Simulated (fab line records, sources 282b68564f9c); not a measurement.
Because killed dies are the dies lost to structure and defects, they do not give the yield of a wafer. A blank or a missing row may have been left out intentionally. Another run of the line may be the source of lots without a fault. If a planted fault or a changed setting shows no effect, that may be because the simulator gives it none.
fab line records + flow ritCmos
record:
- lots: 16
- wafers: 48
- lastDay: 7
route steps=202 shown NLDD@106 M1@202
lots with no fault: from the same line, run without faults
startH: hours from the record's opening day to when the first of the lot's shown wafers began + waitH: hours since the lot's step before + " as in the row above + L1.1+2: a row that stands for several wafers + - no value, or no start was given + * or withheld: withheld + < > ~ a bound
route shown NAME@n: names a module that has steps shown in the file, with the first one's number in the route + usual: mean/standard deviation of fault-free wafers + same: alike in all rows + chamber/n: place in a boat + sites: the reading at each site + _std_site: how widely they spread, as a standard deviation + _edge_site: the outer-site mean with the inner-site mean subtracted + radiusMm: how far each site lies from the wafer's centre + mask NAME#n: copy n + behind: the most recent tool/chamber to have shaped the wafer + hold: cause of the lot's hold/its duration in hours/its outcome + device: which transistor (n, p or np) failed to switch + end of line: the tests these same wafers got at the end of their route + step lacking rows: just its recipe + killed: at the first sort, the dies lost to defects and structure; wafer yield is something else + map: dies across one wafer; x = killed, . = not, _ = none there
set.NAME: the setting the step ran with; set.NAME@STEP: the setting that earlier step ran with + model.NAME: the simulator's own value behind a step, which no gauge read
steps of the route over a sample of lots; a table a step, a row a wafer
services: the hour from which a tool's chamber was out of use, counted from the record's first day as startH (under 0 if before that day), plus the number of hours and why
== steps ==
step: RIT_NLDD_EXPOSE_03
recipe:
- maskId: M7
- na: 0.57
- targetCdNm: 40700
- doseMj: 250
usual:
- reticleTempC: 22.98/0.093
| lot.wafer | tool            | chamber | startH | waitH | mask | reticleTempC |
|-----------|-----------------|---------|--------|-------|------|--------------|
| L340.3    | ilineStepper-01 | 0       | 46.78  | 0.1   | M7#0 | 22.93        |
| L340.5    | "               | 0       | "      | "     | M7#0 | 22.97        |
| L340.6    | "               | 0       | "      | "     | M7#0 | 22.96        |
| L341.1    | ilineStepper-01 | 0       | 48.63  | 0.1   | M7#0 | 22.83        |
| L341.5    | "               | 0       | "      | "     | M7#0 | 22.91        |
| L341.6    | "               | 0       | "      | "     | M7#0 | 22.98        |
| L342.2    | ilineStepper-02 | 0       | 56.58  | 0.2   | M7#0 | 22.99        |
| L342.3    | "               | 0       | "      | "     | M7#0 | 22.95        |
| L342.6    | "               | 0       | "      | "     | M7#0 | 22.93        |
| L343.1    | ilineStepper-01 | 0       | 63.09  | 0.2   | M7#0 | 23.06        |
| L343.3    | "               | 0       | "      | "     | M7#0 | 22.88        |
| L343.6    | "               | 0       | "      | "     | M7#0 | 22.99        |
| L344.2    | ilineStepper-01 | 0       | 70.39  | 0.1   | M7#0 | 22.95        |
| L344.3    | "               | 0       | "      | "     | M7#0 | 23.01        |
| L344.4    | "               | 0       | "      | "     | M7#0 | 23.04        |
| L345.2    | ilineStepper-02 | 0       | 72.36  | 0.2   | M7#0 | 22.97        |
| L345.4    | "               | 0       | "      | "     | M7#0 | 22.99        |
| L345.5    | "               | 0       | "      | "     | M7#0 | 23.11        |
| L346.3    | ilineStepper-02 | 0       | 73.46  | 0.1   | M7#0 | 22.94        |
| L346.4    | "               | 0       | "      | "     | M7#0 | 23.04        |
| L346.6    | "               | 0       | "      | "     | M7#0 | 23.15        |
| L347.3    | ilineStepper-01 | 0       | 76.78  | 0.2   | M7#0 | 22.84        |
| L347.4    | "               | 0       | "      | "     | M7#0 | 22.88        |
| L347.6    | "               | 0       | "      | "     | M7#0 | 22.83        |
| L348.1    | ilineStepper-01 | 0       | 81.40  | 0.1   | M7#0 | 23.11        |
| L348.2    | "               | 0       | "      | "     | M7#0 | 22.97        |
| L348.5    | "               | 0       | "      | "     | M7#0 | 23.08        |
| L352.2    | ilineStepper-02 | 0       | 101.77 | 0.2   | M7#0 | 22.96        |
| L352.5    | "               | 0       | "      | "     | M7#0 | 23.11        |
| L352.6    | "               | 0       | "      | "     | M7#0 | 22.99        |
| L353.4    | ilineStepper-02 | 0       | 105.82 | 0.1   | M7#0 | 22.82        |
| L353.5    | "               | 0       | "      | "     | M7#0 | 22.98        |
| L353.6    | "               | 0       | "      | "     | M7#0 | 22.95        |
| L354.2    | ilineStepper-02 | 0       | 112.59 | 0.1   | M7#0 | 23.06        |
| L354.5    | "               | 0       | "      | "     | M7#0 | 22.92        |
| L354.6    | "               | 0       | "      | "     | M7#0 | 22.96        |
| L355.2    | ilineStepper-02 | 0       | 117.08 | 0.1   | M7#0 | 22.93        |
| L355.3    | "               | 0       | "      | "     | M7#0 | 22.98        |
| L355.5    | "               | 0       | "      | "     | M7#0 | 23.01        |
| L356.2    | ilineStepper-01 | 0       | 122.05 | 0.2   | M7#0 | 22.97        |
| L356.5    | "               | 0       | "      | "     | M7#0 | 22.85        |
| L356.6    | "               | 0       | "      | "     | M7#0 | 22.91        |
| L359.1    | ilineStepper-01 | 0       | 136.55 | 0.3   | M7#0 | 23.01        |
| L359.3    | "               | 0       | "      | "     | M7#0 | 22.90        |
| L359.6    | "               | 0       | "      | "     | M7#0 | 22.98        |
| L362.1    | ilineStepper-01 | 0       | 152.48 | 0.2   | M7#0 | 23.02        |
| L362.4    | "               | 0       | "      | "     | M7#0 | 22.86        |
| L362.6    | "               | 0       | "      | "     | M7#0 | 23.09        |
step: RIT_NLDD_OVL_MEAS_06
usual:
- NLDD_OVL: 0.1/1.2
| lot.wafer | tool       | chamber | startH | waitH | NLDD_OVL[nm] |
|-----------|------------|---------|--------|-------|--------------|
| L340.3    | overlay-01 | -       | 47.15  | -     | -0.1         |
| L340.5    | "          | -       | "      | "     | -0.9         |
| L340.6    | "          | -       | "      | "     | -1.1         |
| L341.1    | overlay-01 | -       | 49.03  | -     | -1.0         |
| L341.5    | "          | -       | "      | "     | -1.0         |
| L341.6    | "          | -       | "      | "     | -0.4         |
| L342.2    | overlay-01 | -       | 57.08  | -     | 1.0          |
| L342.3    | "          | -       | "      | "     | 1.1          |
| L342.6    | "          | -       | "      | "     | 1.9          |
| L343.1    | overlay-01 | -       | 63.49  | -     | 1.0          |
| L343.3    | "          | -       | "      | "     | 1.3          |
| L343.6    | "          | -       | "      | "     | -0.5         |
| L344.2    | overlay-01 | -       | 70.77  | -     | 0.8          |
| L344.3    | "          | -       | "      | "     | 1.2          |
| L344.4    | "          | -       | "      | "     | 1.0          |
| L345.2    | overlay-02 | -       | 72.75  | -     | 0.3          |
| L345.4    | "          | -       | "      | "     | -2.1         |
| L345.5    | "          | -       | "      | "     | -1.1         |
| L346.3    | overlay-01 | -       | 73.83  | -     | -0.4         |
| L346.4    | "          | -       | "      | "     | -1.4         |
| L346.6    | "          | -       | "      | "     | 2.1          |
| L347.3    | overlay-01 | -       | 77.37  | -     | 0.4          |
| L347.4    | "          | -       | "      | "     | 1.4          |
| L347.6    | "          | -       | "      | "     | 1.9          |
| L348.1    | overlay-01 | -       | 81.80  | -     | -0.4         |
| L348.2    | "          | -       | "      | "     | -0.4         |
| L348.5    | "          | -       | "      | "     | 0.4          |
| L352.2    | overlay-01 | -       | 102.16 | -     | -            |
| L352.5    | "          | -       | "      | "     | -            |
| L352.6    | "          | -       | "      | "     | -            |
| L353.4    | overlay-02 | -       | 106.18 | -     | -            |
| L353.5    | "          | -       | "      | "     | -            |
| L353.6    | "          | -       | "      | "     | -            |
| L354.2    | overlay-01 | -       | 112.98 | -     | -            |
| L354.5    | "          | -       | "      | "     | -            |
| L354.6    | "          | -       | "      | "     | -            |
| L355.2    | overlay-01 | -       | 117.47 | -     | -            |
| L355.3    | "          | -       | "      | "     | -            |
| L355.5    | "          | -       | "      | "     | -            |
| L356.2    | overlay-01 | -       | 122.43 | -     | -2.1         |
| L356.5    | "          | -       | "      | "     | -1.1         |
| L356.6    | "          | -       | "      | "     | -1.4         |
| L359.1    | overlay-01 | -       | 136.95 | -     | 1.7          |
| L359.3    | "          | -       | "      | "     | -0.1         |
| L359.6    | "          | -       | "      | "     | 1.7          |
| L362.1    | overlay-02 | -       | 152.88 | -     | 1.1          |
| L362.4    | "          | -       | "      | "     | -1.8         |
| L362.6    | "          | -       | "      | "     | 0.3          |
step: RIT_M1_PROBE_99
usual:
- killed_at_M0_to_M3: 0.0/0.2
- killedAtContacts: 0.2/0.38
- killedAtFrontEnd: 6.7/3
- killedDies: 6.9/3
- killedOnRim: 1.8/1.4
- killedOpen: 3.5/1.9
- killedShort: 3.3/2
same:
- grossDies: 264
- killed_at_M4_up: 0
- killedAtBackSide: 0
- killedAtOther: 0
| lot.wafer | tool      | chamber | startH | waitH | killed_at_M0_to_M3 | killedAtContacts | killedAtFrontEnd | killedDies | killedOnRim | killedOpen | killedShort |
|-----------|-----------|---------|--------|-------|--------------------|------------------|------------------|------------|-------------|------------|-------------|
| L352.2    | prober-01 | -       | 118.22 | 0.1   | 0                  | 0                | 264              | 264        | 70          | 5          | 5           |
| L352.5    | prober-01 | -       | 118.37 | 0.2   | 0                  | 0                | 264              | 264        | 70          | 3          | 1           |
| L352.6    | prober-01 | -       | 118.42 | 0.2   | 0                  | 0                | 264              | 264        | 70          | 5          | 6           |
| L353.4    | prober-02 | -       | 121.71 | 0.2   | 0                  | 1                | 263              | 264        | 70          | 6          | 3           |
| L353.5    | prober-02 | -       | 121.76 | 0.2   | 0                  | 0                | 264              | 264        | 70          | 3          | 3           |
| L353.6    | prober-02 | -       | 121.81 | 0.2   | 0                  | 1                | 263              | 264        | 70          | 2          | 6           |
| L354.2    | prober-01 | -       | 128.42 | 0.1   | 0                  | 0                | 264              | 264        | 70          | 5          | 1           |
| L354.5    | prober-01 | -       | 128.57 | 0.2   | 0                  | 0                | 264              | 264        | 70          | 2          | 4           |
| L354.6    | prober-01 | -       | 128.62 | 0.2   | 0                  | 0                | 264              | 264        | 70          | 3          | 1           |
| L355.2    | prober-02 | -       | 133.50 | 0.1   | 0                  | 1                | 263              | 264        | 70          | 3          | 5           |
| L355.3    | prober-02 | -       | 133.55 | 0.2   | 0                  | 0                | 264              | 264        | 70          | 3          | 1           |
| L355.5    | prober-02 | -       | 133.65 | 0.2   | 0                  | 0                | 264              | 264        | 70          | 4          | 3           |
| L356.2    | prober-01 | -       | 138.72 | 0.1   | 0                  | 0                | 4                | 4          | 0           | 3          | 1           |
| L356.5    | prober-01 | -       | 138.87 | 0.2   | 0                  | 0                | 6                | 6          | 2           | 3          | 3           |
| L356.6    | prober-01 | -       | 138.92 | 0.2   | 0                  | 0                | 7                | 7          | 1           | 4          | 3           |
killed by level:class
L352.2 NLDD:overlay=254 GATE:geometricParticle:short=5 FOX2:geometricParticle:open=2 GATE:geometricParticle:open=2 REOX:geometricParticle:open=1
L352.5 NLDD:overlay=260 GATE:geometricParticle:open=2 REOX:geometricParticle:short=1 REOX:geometricParticle:open=1
L352.6 NLDD:overlay=253 GATE:geometricParticle:short=4 SPACER:geometricParticle:open=4 GATE:geometricParticle:open=1 REOX:geometricParticle:short=1 SILICIDE:geometricParticle:short=1
L353.4 NLDD:overlay=255 GATE:geometricParticle:open=2 FOX2:geometricParticle:open=1 FOX2:geometricParticle:short=1 REOX:geometricParticle:open=1 REOX:geometricParticle:short=1 SPACER:geometricParticle:open=1 SILICIDE:geometricParticle:open=1
L353.5 NLDD:overlay=258 FOX1:geometricParticle:short=2 SPACER:geometricParticle:open=2 GATE:geometricParticle:short=1 SILICIDE:geometricParticle:open=1
L353.6 NLDD:overlay=256 GATE:geometricParticle:short=3 REOX:geometricParticle:short=2 FOX2:geometricParticle:short=1 GATE:geometricParticle:open=1 CONTACT:geometricParticle:open=1
L354.2 NLDD:overlay=258 GATE:geometricParticle:open=4 FOX1:geometricParticle:open=1 REOX:geometricParticle:short=1
L354.5 NLDD:overlay=258 GATE:geometricParticle:short=3 FOX1:geometricParticle:short=1 GATE:geometricParticle:open=1 SILICIDE:geometricParticle:open=1
L354.6 NLDD:overlay=260 GATE:geometricParticle:open=1 REOX:geometricParticle:open=1 SPACER:geometricParticle:short=1 SPACER:geometricParticle:open=1
L355.2 NLDD:overlay=256 GATE:geometricParticle:short=2 SILICIDE:geometricParticle:short=2 FOX2:geometricParticle:short=1 SPACER:geometricParticle:open=1 SILICIDE:geometricParticle:open=1 CONTACT:geometricParticle:open=1
L355.3 NLDD:overlay=260 FOX1:geometricParticle:open=1 FOX2:geometricParticle:short=1 FOX2:geometricParticle:open=1 GATE:geometricParticle:open=1
L355.5 NLDD:overlay=257 SILICIDE:geometricParticle:open=2 FOX1:geometricParticle:short=1 FOX2:geometricParticle:short=1 GATE:geometricParticle:open=1 REOX:geometricParticle:short=1 SPACER:geometricParticle:open=1
L356.2 ACTIVE:geometricParticle:short=1 FOX2:geometricParticle:open=1 GATE:geometricParticle:open=1 SILICIDE:geometricParticle:open=1
L356.5 GATE:geometricParticle:short=2 REOX:geometricParticle:open=2 FOX1:geometricParticle:short=1 SPACER:geometricParticle:open=1
L356.6 GATE:geometricParticle:open=3 GATE:geometricParticle:short=3 SILICIDE:geometricParticle:open=1
== services ==
| tool            | chamber | startH | hours | kind        |
|-----------------|---------|--------|-------|-------------|
| ilineStepper-02 | -       | 47.82  | 4.0   | repair      |
| ilineStepper-01 | 0       | 115.92 | -     | calibration |
| ilineStepper-01 | -       | 150.46 | 0.9   | repair      |
== key ==
firstSign:
- step: RIT_NLDD_OVL_MEAS_06
- reading: NLDD_OVL
- direction: missing
effect:
- step: RIT_M1_PROBE_99
- reading: killedAtFrontEnd
- direction: up
- sigmas: 86
- usual: 6.7
- struck: 263.8
moreKillsBornAt:
- RIT_NLDD_EXPOSE_03@ilineStepper-02: 3085
metAt RIT_NLDD_EXPOSE_03
struckLots L352,L353,L354,L355
testerLeftOut L352,L353,L354,L355
onsetBetween 73.46 101.77
fault:
- kind: scannerMatchingOverlay
- tool: ilineStepper-02
- chamber: -
- onsetH: 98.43
- steps: RIT_NLDD_EXPOSE_03
- offset: 13418
testerLeftOut: of these lots the tester's yield and bins aren't shown, on N5 and GAA mostly nor the transistor test; their killed dies are dies lost to structure and defects alone, not to doping, threshold or leakage, so they don't give the yield
